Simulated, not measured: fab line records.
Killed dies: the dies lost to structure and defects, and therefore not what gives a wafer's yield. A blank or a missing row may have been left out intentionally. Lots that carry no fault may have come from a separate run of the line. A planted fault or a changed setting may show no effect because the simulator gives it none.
fab line records | flow ritCmos
record lots=6 | wafers=18 | lastDay=7
route steps=202 shown SILICIDE@161 CONTACT@168 M1@202
lots untouched by any fault: they come from a run of this same line in which no faults occurred
startH: hours from the record's opening day to when the first of the lot's shown wafers began | waitH: time in hours since the lot's previous step | " the same as in the row above | L1.1+2: several wafers, shown together as one row | - either no value or no given start | * or withheld: withheld | < > ~ a bound
route shown NAME@n: names a module that has steps shown in the file, with the first one's number in the route | usual: mean/standard deviation of fault-free wafers | same: alike in all rows | chamber/n: place in a boat | sites: each site's reading | _std_site: how widely they spread, as a standard deviation | _edge_site: inner sites' mean taken away from outer sites' mean | radiusMm: for every site, how far away it sits from the centre of the wafer | mask NAME#n: copy n | behind: the last tool/chamber to shape the wafer | hold: why the lot went on hold/how many hours it stayed there/how the hold came to an end | device: the transistor (n, p or np) that didn't switch | end of line: at the end of the route, the tests of the same wafers | a step without rows: its recipe alone | killed: dies lost to structure and defects at the first sort, not the wafer's yield | map: a wafer's dies, x killed, . not, _ none there
set.NAME: setting as actually run; set.NAME@STEP: the setting as run at that earlier step | model.NAME: the simulator's own value behind a step, which no gauge read
lots seen at some steps along the route; tables by step, rows by wafer
services: from which hour (startH, from the record's first day; less than 0 if before it) a tool's chamber was out of use, for how many hours, and why
## steps
# step RIT_SILICIDE_WET_ETCH_00
# recipe chemistry=BOE | target=SiO2 | targetDepthNm=14 | timeS=15.5 | dry=n2Spin | dilution=10:1 | tempC=21.5
# step RIT_SILICIDE_SPUTTER_01
# recipe material=Ti | targetThkNm=30 | powerW=350 | chamberPressurePa=0.667 | gas=Ar | timeS=240 | substrateTempC=25
# usual throttleValvePct=29.7/0.73
lot.wafer | tool          | chamber | startH | waitH | throttleValvePct
L233.3    | pvdSputter-01 | -       | 55.13  | 0.0   | 29.1
L233.5    | "             | -       | "      | "     | 30.3
L233.6    | "             | -       | "      | "     | 30.7
L235.2    | pvdSputter-01 | -       | 66.73  | 0.0   | 30.8
L235.5    | "             | -       | "      | "     | 30.8
L235.6    | "             | -       | "      | "     | 28.8
L238.1    | pvdSputter-04 | -       | 82.17  | 0.0   | 30.1
L238.2    | "             | -       | "      | "     | 29.7
L238.6    | "             | -       | "      | "     | 30.4
L250.2    | pvdSputter-02 | -       | 141.33 | 0.0   | 29.8
L250.4    | "             | -       | "      | "     | 28.9
L250.6    | "             | -       | "      | "     | 28.8
L251.2    | pvdSputter-01 | -       | 145.89 | 0.0   | 30.7
L251.3    | "             | -       | "      | "     | 28.9
L251.6    | "             | -       | "      | "     | 28.8
L253.3    | pvdSputter-02 | -       | 155.15 | 0.0   | 30.1
L253.4    | "             | -       | "      | "     | 30.1
L253.6    | "             | -       | "      | "     | 30.3
# step RIT_SILICIDE_RS_MEAS_02
# recipe thkMeasGauge=four-point-probe | reads=Ti_of_SILICIDE_SPUTTER_01
# usual SILICIDE_TI_RS=47.9/0.68
lot.wafer | tool         | chamber | startH | waitH | SILICIDE_TI_RS[ohm/sq]
L233.3    | filmMetro-03 | -       | 55.32  | 0.1   | 48.4
L233.5    | "            | -       | "      | "     | 48.0
L233.6    | "            | -       | "      | "     | 47.3
L235.2    | filmMetro-04 | -       | 66.90  | 0.1   | 46.6
L235.5    | "            | -       | "      | "     | 46.7
L235.6    | "            | -       | "      | "     | 46.6
L238.1    | filmMetro-02 | -       | 82.32  | 0.1   | 48.9
L238.2    | "            | -       | "      | "     | 48.4
L238.6    | "            | -       | "      | "     | 48.5
L250.2    | filmMetro-04 | -       | 141.50 | 0.1   | 48.0
L250.4    | "            | -       | "      | "     | 48.2
L250.6    | "            | -       | "      | "     | 47.8
L251.2    | filmMetro-03 | -       | 146.06 | 0.1   | 46.3
L251.3    | "            | -       | "      | "     | 46.3
L251.6    | "            | -       | "      | "     | 46.5
L253.3    | filmMetro-03 | -       | 155.34 | 0.1   | 47.9
L253.4    | "            | -       | "      | "     | 47.6
L253.6    | "            | -       | "      | "     | 48.2
# step RIT_SILICIDE_THK_MEAS_03
# recipe thkMeasGauge=xrf | reads=Ti_of_SILICIDE_SPUTTER_01
# usual SILICIDE_TI_THK=30.0/0.33
lot.wafer | tool         | chamber | startH | waitH | SILICIDE_TI_THK[nm]
L233.3    | filmMetro-03 | -       | 55.42  | 0.1   | 29.8
L233.5    | "            | -       | "      | "     | 29.8
L233.6    | "            | -       | "      | "     | 30.3
L235.2    | filmMetro-04 | -       | 67.01  | 0.1   | 30.6
L235.5    | "            | -       | "      | "     | 30.6
L235.6    | "            | -       | "      | "     | 30.6
L238.1    | filmMetro-02 | -       | 82.44  | 0.1   | 29.2
L238.2    | "            | -       | "      | "     | 29.5
L238.6    | "            | -       | "      | "     | 29.5
L250.2    | filmMetro-04 | -       | 141.61 | 0.1   | 29.7
L250.4    | "            | -       | "      | "     | 29.8
L250.6    | "            | -       | "      | "     | 30.0
L251.2    | filmMetro-03 | -       | 146.17 | 0.1   | 30.9
L251.3    | "            | -       | "      | "     | 30.9
L251.6    | "            | -       | "      | "     | 30.7
L253.3    | filmMetro-03 | -       | 155.44 | 0.1   | 30.0
L253.4    | "            | -       | "      | "     | 30.2
L253.6    | "            | -       | "      | "     | 29.9
# step RIT_SILICIDE_RTA_04
# recipe tempC=650 | timeS=10 | idleTempC=25 | rampUpS=5 | rampDownS=5 | coolToC=25 | ambient=N2
# usual wafer_temp_C_max=653.3/1.6
lot.wafer | tool         | chamber | startH | waitH | wafer_temp_C_max
L233.3    | rtpAnneal-01 | 0       | 55.48  | 0.1   | 654.2
L233.5    | "            | 0       | "      | "     | 655.7
L233.6    | "            | 0       | "      | "     | 654.4
L235.2    | rtpAnneal-01 | 0       | 67.07  | 0.1   | 653.6
L235.5    | "            | 0       | "      | "     | 655.5
L235.6    | "            | 0       | "      | "     | 655.4
L238.1    | rtpAnneal-02 | 0       | 82.50  | 0.1   | 652.6
L238.2    | "            | 0       | "      | "     | 651.3
L238.6    | "            | 0       | "      | "     | 652.3
L250.2    | rtpAnneal-01 | 0       | 141.67 | 0.1   | 655.7
L250.4    | "            | 0       | "      | "     | 655.1
L250.6    | "            | 0       | "      | "     | 653.6
L251.2    | rtpAnneal-02 | 0       | 146.23 | 0.1   | 651.6
L251.3    | "            | 0       | "      | "     | 651.5
L251.6    | "            | 0       | "      | "     | 651.9
L253.3    | rtpAnneal-02 | 0       | 155.50 | 0.1   | 651.1
L253.4    | "            | 0       | "      | "     | 652.4
L253.6    | "            | 0       | "      | "     | 651.8
# step RIT_SILICIDE_WET_ETCH_05
# recipe chemistry=SPM | target=Ti | tempC=90 | timeS=120 | dry=n2Spin
# step RIT_SILICIDE_RTA_06
# recipe tempC=750 | timeS=10 | idleTempC=25 | rampUpS=5 | rampDownS=10 | coolToC=25 | ambient=N2
# usual wafer_temp_C_max=753.8/1.8
lot.wafer | tool         | chamber | startH | waitH | wafer_temp_C_max
L233.3    | rtpAnneal-02 | 0       | 55.59  | 0.0   | 751.5
L233.5    | "            | 0       | "      | "     | 750.8
L233.6    | "            | 0       | "      | "     | 752.3
L235.2    | rtpAnneal-02 | 0       | 67.18  | 0.0   | 751.3
L235.5    | "            | 0       | "      | "     | 753.0
L235.6    | "            | 0       | "      | "     | 752.1
L238.1    | rtpAnneal-01 | 0       | 82.61  | 0.0   | 757.2
L238.2    | "            | 0       | "      | "     | 755.7
L238.6    | "            | 0       | "      | "     | 754.1
L250.2    | rtpAnneal-02 | 0       | 141.78 | 0.0   | 752.7
L250.4    | "            | 0       | "      | "     | 752.2
L250.6    | "            | 0       | "      | "     | 752.0
L251.2    | rtpAnneal-01 | 0       | 146.34 | 0.0   | 755.5
L251.3    | "            | 0       | "      | "     | 755.6
L251.6    | "            | 0       | "      | "     | 756.2
L253.3    | rtpAnneal-01 | 0       | 155.61 | 0.0   | 755.9
L253.4    | "            | 0       | "      | "     | 756.6
L253.6    | "            | 0       | "      | "     | 755.2
# step RIT_CONTACT_CVD_00
# recipe material=SiO2 | targetThkNm=400 | precursor=TEOS | tempC=390 | timeS=61 | rfW=389.5
# usual heaterPowerW=313/47
lot.wafer | tool     | chamber | startH | waitH | heaterPowerW
L233.3    | pecvd-03 | 1       | 55.64  | 0.0   | 339
L233.5    | "        | 2       | "      | "     | 378
L233.6    | "        | 1       | "      | "     | 361
L235.2    | pecvd-02 | 2       | 67.23  | 0.0   | 256
L235.5    | "        | 1       | "      | "     | 288
L235.6    | "        | 0       | "      | "     | 318
L238.1    | pecvd-02 | 0       | 82.67  | 0.1   | 327
L238.2    | "        | 2       | "      | "     | 270
L238.6    | "        | 1       | "      | "     | 305
L250.2    | pecvd-02 | 2       | 141.84 | 0.0   | 300
L250.4    | "        | 1       | "      | "     | 310
L250.6    | "        | 0       | "      | "     | 239
L251.2    | pecvd-03 | 1       | 146.40 | 0.0   | 405
L251.3    | "        | 0       | "      | "     | 297
L251.6    | "        | 1       | "      | "     | 410
L253.3    | pecvd-02 | 0       | 155.66 | 0.0   | 278
L253.4    | "        | 0       | "      | "     | 292
L253.6    | "        | 2       | "      | "     | 272
# step RIT_CONTACT_THK_MEAS_01
# recipe reads=SiO2_of_CONTACT_CVD_00
# usual CONTACT_TEOS_THK=398/4.6
lot.wafer | tool         | chamber | startH | waitH | CONTACT_TEOS_THK[nm]
L233.3    | filmMetro-01 | -       | 55.71  | 0.0   | 393
L233.5    | "            | -       | "      | "     | 397
L233.6    | "            | -       | "      | "     | 400
L235.2    | filmMetro-02 | -       | 67.29  | 0.0   | 389
L235.5    | "            | -       | "      | "     | 399
L235.6    | "            | -       | "      | "     | 398
L238.1    | filmMetro-01 | -       | 82.72  | 0.0   | 400
L238.2    | "            | -       | "      | "     | 394
L238.6    | "            | -       | "      | "     | 399
L250.2    | filmMetro-02 | -       | 141.90 | 0.0   | 397
L250.4    | "            | -       | "      | "     | 405
L250.6    | "            | -       | "      | "     | 404
L251.2    | filmMetro-01 | -       | 146.46 | 0.0   | 395
L251.3    | "            | -       | "      | "     | 394
L251.6    | "            | -       | "      | "     | 407
L253.3    | filmMetro-02 | -       | 155.73 | 0.0   | 392
L253.4    | "            | -       | "      | "     | 397
L253.6    | "            | -       | "      | "     | 393
# step RIT_CONTACT_HMDS_02
# recipe primeTimeS=60 | primeTempC=140
# step RIT_CONTACT_COAT_03
# recipe resist=NOVOLAK | spinRpm=3250 | resistThkNm=1000
# step RIT_CONTACT_SOFTBAKE_04
# recipe resist=NOVOLAK | tempC=90 | timeS=60
# step RIT_CONTACT_EXPOSE_05
# recipe maskId=M11 | na=0.6 | sourceShape=conventional | sigmaOuter=0.5 | targetCdNm=1000 | doseMj=250
# usual stageVelMmS=500.01/0.24
# same na=0.6
lot.wafer | tool            | chamber | startH | waitH | mask  | stageVelMmS | model.CONTACT.overlayXNm
L233.3    | ilineStepper-02 | 0       | 56.24  | 0.1   | M11#0 | 500.24      | 0.1219
L233.5    | "               | 0       | "      | "     | M11#0 | 500.06      | 0.1219
L233.6    | "               | 0       | "      | "     | M11#0 | 499.88      | 0.1219
L235.2    | ilineStepper-02 | 0       | 67.81  | 0.1   | M11#0 | 500.03      | 0.6199
L235.5    | "               | 0       | "      | "     | M11#0 | 499.75      | 0.6199
L235.6    | "               | 0       | "      | "     | M11#0 | 500.14      | 0.6199
L238.1    | ilineStepper-01 | 0       | 83.23  | 0.1   | M11#0 | 500.21      | -0.6255
L238.2    | "               | 0       | "      | "     | M11#0 | 499.78      | -0.6255
L238.6    | "               | 0       | "      | "     | M11#0 | 499.66      | -0.6255
L250.2    | ilineStepper-01 | 0       | 142.54 | 0.2   | M11#0 | 499.69      | 240.5
L250.4    | "               | 0       | "      | "     | M11#0 | 500.02      | 240.5
L250.6    | "               | 0       | "      | "     | M11#0 | 499.64      | 240.5
L251.2    | ilineStepper-01 | 0       | 146.98 | 0.1   | M11#0 | 500.21      | 240.2
L251.3    | "               | 0       | "      | "     | M11#0 | 499.84      | 240.2
L251.6    | "               | 0       | "      | "     | M11#0 | 500.01      | 240.2
L253.3    | ilineStepper-02 | 0       | 156.26 | 0.1   | M11#0 | 499.63      | -1.061
L253.4    | "               | 0       | "      | "     | M11#0 | 499.84      | -1.061
L253.6    | "               | 0       | "      | "     | M11#0 | 500.62      | -1.061
# step RIT_CONTACT_PEB_06
# recipe resist=NOVOLAK | tempC=withheld | timeS=withheld
# step RIT_CONTACT_DEVELOP_07
# recipe resist=NOVOLAK | developTimeS=120 | devTempC=23
# step RIT_CONTACT_CD_MEAS_08
# recipe targetCdNm=1000
# usual cdNm=999.7/2.1
lot.wafer | tool     | chamber | startH | waitH | cdNm
L233.3    | cdSem-01 | -       | 56.76  | -     | 999.1
L233.5    | "        | -       | "      | "     | 1001.9
L233.6    | "        | -       | "      | "     | 999.9
L235.2    | cdSem-02 | -       | 68.33  | -     | 1000.8
L235.5    | "        | -       | "      | "     | 1002.2
L235.6    | "        | -       | "      | "     | 1000.2
L238.1    | cdSem-02 | -       | 83.75  | -     | 998.3
L238.2    | "        | -       | "      | "     | 998.1
L238.6    | "        | -       | "      | "     | 996.4
L250.2    | cdSem-01 | -       | 143.06 | -     | 999.3
L250.4    | "        | -       | "      | "     | 1000.0
L250.6    | "        | -       | "      | "     | 1001.6
L251.2    | cdSem-01 | -       | 147.68 | -     | 1000.7
L251.3    | "        | -       | "      | "     | 1001.6
L251.6    | "        | -       | "      | "     | 999.2
L253.3    | cdSem-01 | -       | 156.77 | -     | 999.9
L253.4    | "        | -       | "      | "     | 998.9
L253.6    | "        | -       | "      | "     | 999.0
# step RIT_CONTACT_OVL_MEAS_09
# usual CONTACT_OVL=-0.7/1.3
lot.wafer | tool       | chamber | startH | waitH | CONTACT_OVL[nm]
L233.3    | overlay-02 | -       | 56.86  | 0.1   | -1.4
L233.5    | "          | -       | "      | "     | -1.2
L233.6    | "          | -       | "      | "     | -2.2
L235.2    | overlay-01 | -       | 68.43  | 0.1   | -3.5
L235.5    | "          | -       | "      | "     | -1.9
L235.6    | "          | -       | "      | "     | -1.6
L238.1    | overlay-02 | -       | 83.87  | 0.1   | 0.5
L238.2    | "          | -       | "      | "     | -0.6
L238.6    | "          | -       | "      | "     | -0.8
L250.2    | overlay-01 | -       | 143.16 | 0.1   | 239.8
L250.4    | "          | -       | "      | "     | 239.2
L250.6    | "          | -       | "      | "     | 241.3
L251.2    | overlay-02 | -       | 147.79 | 0.1   | 240.0
L251.3    | "          | -       | "      | "     | 241.3
L251.6    | "          | -       | "      | "     | 241.2
L253.3    | overlay-01 | -       | 156.87 | 0.1   | -3.3
L253.4    | "          | -       | "      | "     | -4.1
L253.6    | "          | -       | "      | "     | -0.6
# step RIT_CONTACT_HARDBAKE_10
# recipe resist=NOVOLAK | tempC=140 | timeS=60
# step RIT_M1_PROBE_99
# usual killedAtContacts=0.1/0.27 | killedAtFrontEnd=7/3 | killedDies=7.0/3 | killedOpen=3.5/2.1 | killedShort=3.4/1.9
# same grossDies=264 | killed_at_M0_to_M3=0 | killed_at_M4_up=0 | killedAtBackSide=0 | killedAtOther=0
lot.wafer | tool      | chamber | startH | waitH | killedAtContacts | killedAtFrontEnd | killedDies | killedOpen | killedShort | model.etest.pplusSal.widthNm | model.etest.nplusSal.widthNm | model.etest.pldd.widthNm | model.etest.nldd.widthNm | model.etest.nmos_0p15.junctionLog10AUm | model.etest.contactToGate.short | model.etest.contactToGate.overLimit | model.etest.nmosNarrow.offLog10AUm
L233.3    | prober-01 | -       | 62.64  | 0.2   | 0                | 11               | 11         | 8          | 3           | 3460                         | 3450                         | 3208                     | 3186                     | -13.66                                 | 0                               | 0                                   | -13.2
L233.5    | prober-01 | -       | 62.74  | 0.2   | 0                | 10               | 10         | 4          | 6           | 3462                         | 3461                         | 3180                     | 3201                     | -13.53                                 | 0                               | 0                                   | -13.17
L233.6    | prober-01 | -       | 62.79  | 0.2   | 0                | 5                | 5          | 1          | 4           | 3456                         | 3452                         | 3188                     | 3183                     | -13.57                                 | 0                               | 0                                   | -13.31
L235.2    | prober-02 | -       | 73.78  | 0.1   | 0                | 11               | 11         | 4          | 7           | 3421                         | 3435                         | 3144                     | 3148                     | -13.6                                  | 0                               | 0                                   | -13.3
L235.5    | prober-02 | -       | 73.93  | 0.2   | 1                | 4                | 5          | 2          | 3           | 3418                         | 3442                         | 3154                     | 3147                     | -13.27                                 | 0                               | 0                                   | -13.21
L235.6    | prober-02 | -       | 73.98  | 0.2   | 0                | 7                | 7          | 3          | 4           | 3435                         | 3430                         | 3159                     | 3156                     | -13.43                                 | 0                               | 0                                   | -13.13
L238.1    | prober-01 | -       | 89.07  | 0.1   | 0                | 3                | 3          | 3          | 0           | 3460                         | 3448                         | 3180                     | 3183                     | -13.77                                 | 0                               | 0                                   | -13.19
L238.2    | prober-01 | -       | 89.12  | 0.1   | 0                | 10               | 10         | 5          | 5           | 3445                         | 3447                         | 3184                     | 3174                     | -13.61                                 | 0                               | 0                                   | -13.27
L238.6    | prober-01 | -       | 89.32  | 0.2   | 0                | 8                | 8          | 5          | 3           | 3462                         | 3457                         | 3185                     | 3180                     | -13.63                                 | 0                               | 0                                   | -13.22
L250.2    | prober-01 | -       | 148.37 | 0.1   | 0                | 4                | 4          | 1          | 3           | 3422                         | 3449                         | 3177                     | 3166                     | -12.45                                 | 1                               | 1                                   | -12.42
L250.4    | prober-01 | -       | 148.47 | 0.2   | 0                | 5                | 5          | 3          | 2           | 3400                         | 3422                         | 3153                     | 3172                     | -12.41                                 | 1                               | 1                                   | -12.39
L250.6    | prober-01 | -       | 148.57 | 0.2   | 0                | 3                | 3          | 1          | 2           | 3420                         | 3412                         | 3177                     | 3171                     | -12.45                                 | 1                               | 1                                   | -12.43
L251.2    | prober-02 | -       | 153.35 | 0.1   | 0                | 3                | 3          | 2          | 1           | 3413                         | 3407                         | 3140                     | 3134                     | -12.26                                 | 1                               | 1                                   | -12.24
L251.3    | prober-02 | -       | 153.40 | 0.2   | 0                | 3                | 3          | 1          | 2           | 3417                         | 3410                         | 3147                     | 3149                     | -12.19                                 | 1                               | 1                                   | -12.15
L251.6    | prober-02 | -       | 153.55 | 0.2   | 0                | 12               | 12         | 6          | 6           | 3376                         | 3392                         | 3140                     | 3136                     | -12.21                                 | 1                               | 1                                   | -12.19
L253.3    | prober-02 | -       | 163.77 | 0.2   | 0                | 5                | 5          | 2          | 3           | 3476                         | 3456                         | 3208                     | 3218                     | -13.51                                 | 0                               | 0                                   | -13.15
L253.4    | prober-02 | -       | 163.82 | 0.2   | 0                | 3                | 3          | 1          | 2           | 3460                         | 3439                         | 3187                     | 3189                     | -13.31                                 | 0                               | 0                                   | -13.14
L253.6    | prober-02 | -       | 163.92 | 0.2   | 0                | 8                | 8          | 3          | 5           | 3493                         | 3469                         | 3190                     | 3194                     | -13.35                                 | 0                               | 0                                   | -13.32
# killed by level:class
L233.3 GATE:geometricParticle:open=4 SILICIDE:geometricParticle:open=3 REOX:geometricParticle:short=2 FOX1:geometricParticle:open=1 GATE:geometricParticle:short=1
L233.5 REOX:geometricParticle:short=2 SPACER:geometricParticle:open=2 SILICIDE:geometricParticle:open=2 FOX2:geometricParticle:short=1 GATE:geometricParticle:short=1 SPACER:geometricParticle:short=1 SILICIDE:geometricParticle:short=1
L233.6 FOX2:geometricParticle:short=2 GATE:geometricParticle:short=2 SPACER:geometricParticle:open=1
L235.2 GATE:geometricParticle:short=4 REOX:geometricParticle:short=2 FOX1:geometricParticle:short=1 FOX1:geometricParticle:open=1 FOX2:geometricParticle:open=1 GATE:geometricParticle:open=1 SILICIDE:geometricParticle:open=1
L235.5 FOX1:geometricParticle:short=2 GATE:geometricParticle:open=1 SPACER:geometricParticle:short=1 CONTACT:geometricParticle:open=1
L235.6 SPACER:geometricParticle:short=2 FOX2:geometricParticle:short=1 GATE:geometricParticle:short=1 GATE:geometricParticle:open=1 SPACER:geometricParticle:open=1 SILICIDE:geometricParticle:open=1
L238.1 GATE:geometricParticle:open=2 SILICIDE:geometricParticle:open=1
L238.2 FOX1:geometricParticle:short=2 REOX:geometricParticle:open=2 SILICIDE:geometricParticle:open=2 FOX2:geometricParticle:short=1 GATE:geometricParticle:open=1 SPACER:geometricParticle:short=1 SILICIDE:geometricParticle:short=1
L238.6 REOX:geometricParticle:open=2 FOX1:geometricParticle:open=1 FOX2:geometricParticle:short=1 GATE:geometricParticle:short=1 GATE:geometricParticle:open=1 REOX:geometricParticle:short=1 SILICIDE:geometricParticle:open=1
L250.2 REOX:geometricParticle:short=2 REOX:geometricParticle:open=1 SPACER:geometricParticle:short=1
L250.4 SILICIDE:geometricParticle:open=2 GATE:geometricParticle:short=1 REOX:geometricParticle:open=1 REOX:geometricParticle:short=1
L250.6 FOX1:geometricParticle:short=1 FOX2:geometricParticle:short=1 GATE:geometricParticle:open=1
L251.2 FOX1:geometricParticle:open=1 GATE:geometricParticle:short=1 SILICIDE:geometricParticle:open=1
L251.3 FOX1:geometricParticle:open=1 GATE:geometricParticle:short=1 SPACER:geometricParticle:short=1
L251.6 GATE:geometricParticle:open=3 GATE:geometricParticle:short=3 FOX2:geometricParticle:short=2 REOX:geometricParticle:open=2 FOX1:geometricParticle:short=1 FOX1:geometricParticle:open=1
L253.3 GATE:geometricParticle:short=2 FOX2:geometricParticle:short=1 REOX:geometricParticle:open=1 SILICIDE:geometricParticle:open=1
L253.4 GATE:geometricParticle:short=2 GATE:geometricParticle:open=1
L253.6 GATE:geometricParticle:short=3 FOX1:geometricParticle:short=1 FOX1:geometricParticle:open=1 GATE:geometricParticle:open=1 SPACER:geometricParticle:open=1 SILICIDE:geometricParticle:short=1
## services
tool            | chamber | startH | hours | kind
ilineStepper-01 | -       | 37.26  | 26.9  | repair
pecvd-03        | -       | 45.17  | 5.5   | pm
ilineStepper-01 | -       | 64.20  | 1.7   | pm
ilineStepper-01 | 0       | 69.91  | -     | calibration
ilineStepper-01 | -       | 105.50 | 5.6   | repair
pvdSputter-04   | -       | 111.11 | 2.1   | repair
pvdSputter-01   | -       | 116.34 | 0.8   | repair
rtpAnneal-02    | -       | 122.76 | 3.2   | pm
pvdSputter-02   | -       | 143.79 | 8.6   | repair
pvdSputter-02   | -       | 148.80 | 4.6   | repair
## key
firstSign step=RIT_CONTACT_OVL_MEAS_09 | reading=CONTACT_OVL | direction=up | sigmas=99+ | usual=-0.7 | struck=240.5
effect none on later readings
modelEffect step=RIT_CONTACT_EXPOSE_05 | value=CONTACT.overlayXNm | without=0.3256 | struck=240.3
modelEffect step=RIT_M1_PROBE_99 | value=etest.pplusSal.widthNm | without=3435 | struck=3408
metAt RIT_CONTACT_EXPOSE_05
struckWafers L250.2,L250.4,L250.6,L251.2,L251.3,L251.6
testerLeftOut L250,L251
onsetBetween 83.23 142.54
fault kind=scannerMatchingOverlay | tool=ilineStepper-01 | chamber=- | onsetH=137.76 | steps=RIT_CONTACT_EXPOSE_05 | offset=240
# testerLeftOut: of these lots the tester's yield and bins aren't shown, on N5 and GAA mostly nor the transistor test; their killed dies are dies lost to structure and defects alone, not to doping, threshold or leakage, so they don't give the yield
